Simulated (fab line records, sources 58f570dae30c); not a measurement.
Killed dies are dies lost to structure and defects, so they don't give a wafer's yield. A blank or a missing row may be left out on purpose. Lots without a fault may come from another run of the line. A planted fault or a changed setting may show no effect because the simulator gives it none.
Tool commonality check | flow berkeley_cmos170 | 13 lots, 39 wafers sampled

WHY IT WAS OPENED
At UCB170_SDANNEAL_RS_MEAS_05 the reading NLDD_RS is flagged on 2 of 13 lots. Wafers without a fault read 616.3 ohm/sq, standard deviation 1.2.
Rule: a lot is flagged when every wafer of it that has a number lies more than 4 standard deviations from that mean, or none has a number. The other lots count as sound.

lot  | measured     | on            | NLDD_RS (ohm/sq), wafer by wafer | flag
L113 | day 7 18:14  | film_metro-02 | 616.9 616.9 617.8                |
L114 | day 7 18:16  | film_metro-01 | 616.1 617.7 617.5                |
L117 | day 8 01:47  | film_metro-03 | 617.8 616.4 617.6                |
L116 | day 8 01:59  | film_metro-02 | 614.8 615.2 614.8                |
L115 | day 8 02:11  | film_metro-01 | 617.0 616.4 615.9                |
L120 | day 9 02:17  | film_metro-02 | 616.7 615.4 613.8                |
L119 | day 9 02:48  | film_metro-01 | 615.6 616.5 617.6                |
L126 | day 10 19:11 | film_metro-03 | 666.1 667.6 666.3                | FLAGGED
L127 | day 10 19:36 | film_metro-02 | 616.2 617.0 618.3                |
L125 | day 10 19:46 | film_metro-03 | 666.1 667.7 667.3                | FLAGGED
L129 | day 11 15:37 | film_metro-01 | 616.1 615.3 616.6                |
L134 | day 12 00:41 | film_metro-02 | 614.7 616.4 617.5                |
L135 | day 13 06:41 | film_metro-02 | 616.1 615.9 615.7                |
The numbers of the flagged lots are 666.9 ohm/sq on average: +50.6 ohm/sq against the usual, or +42 standard deviations.

WHICH TOOL RAN EACH LOT
The record holds 1 process step before the reading, out of a route of 331 steps. In each cell: the tool, then ch and the chambers that the sampled wafers went through, then the start.
lot  | flag    | UCB170_NLDD_IMPLANT_08
L113 |         | implanter-04 ch 0, day 7 05:10
L114 |         | implanter-03 ch 0, day 7 05:51
L117 |         | implanter-04 ch 0, day 7 14:14
L116 |         | implanter-04 ch 0, day 7 15:27
L115 |         | implanter-04 ch 0, day 7 15:07
L120 |         | implanter-01 ch 0, day 8 11:58
L119 |         | implanter-01 ch 0, day 8 12:37
L126 | FLAGGED | implanter-04 ch 0, day 10 07:34
L127 |         | implanter-01 ch 0, day 10 08:08
L125 | FLAGGED | implanter-04 ch 0, day 10 08:20
L129 |         | implanter-01 ch 0, day 11 02:14
L134 |         | implanter-01 ch 0, day 11 14:19
L135 |         | implanter-03 ch 0, day 12 04:51
What these steps do:
- UCB170_NLDD_IMPLANT_08
- UCB170_SDANNEAL_RS_MEAS_05: measures by four-point-probe.

FLAGGED OVER TOTAL, TOOL BY TOOL (the gauges that took the reading come last)
step                       | tool          | lots run | flagged | share of the flagged lots | sound lots run after its first flagged lot
UCB170_NLDD_IMPLANT_08     | implanter-01  | 5        | 0       | none                      | -
UCB170_NLDD_IMPLANT_08     | implanter-03  | 2        | 0       | none                      | -
UCB170_NLDD_IMPLANT_08     | implanter-04  | 6        | 2       | all                       | 0
UCB170_SDANNEAL_RS_MEAS_05 | film_metro-01 | 4        | 0       | none                      | -
UCB170_SDANNEAL_RS_MEAS_05 | film_metro-02 | 6        | 0       | none                      | -
UCB170_SDANNEAL_RS_MEAS_05 | film_metro-03 | 3        | 2       | all                       | 0

WHAT THE TABLE ALLOWS
2 rows of the table ran every flagged lot: implanter-04 at UCB170_NLDD_IMPLANT_08, film_metro-03 at UCB170_SDANNEAL_RS_MEAS_05.
- implanter-04 at UCB170_NLDD_IMPLANT_08: 2 of its 6 lots flagged. Its last sound lot is L116 (day 7 15:27), its first flagged lot L126 (day 10 07:34): a fault that began between those two fits. Its own readings lie more than 4 standard deviations out on every wafer of the flagged lots: dose_ions_cm2, faraday_current_uA.
- film_metro-03 at UCB170_SDANNEAL_RS_MEAS_05: 2 of its 3 lots flagged. Its last sound lot is L117 (day 8 01:47), its first flagged lot L126 (day 10 19:11): a fault that began between those two fits.
Counting lots can't tell these 2 tools apart, because each fits a fault that began at some hour. More lots, or a look at what each step does to the wafer, might.

WHAT THE SIMULATOR HAD PUT IN
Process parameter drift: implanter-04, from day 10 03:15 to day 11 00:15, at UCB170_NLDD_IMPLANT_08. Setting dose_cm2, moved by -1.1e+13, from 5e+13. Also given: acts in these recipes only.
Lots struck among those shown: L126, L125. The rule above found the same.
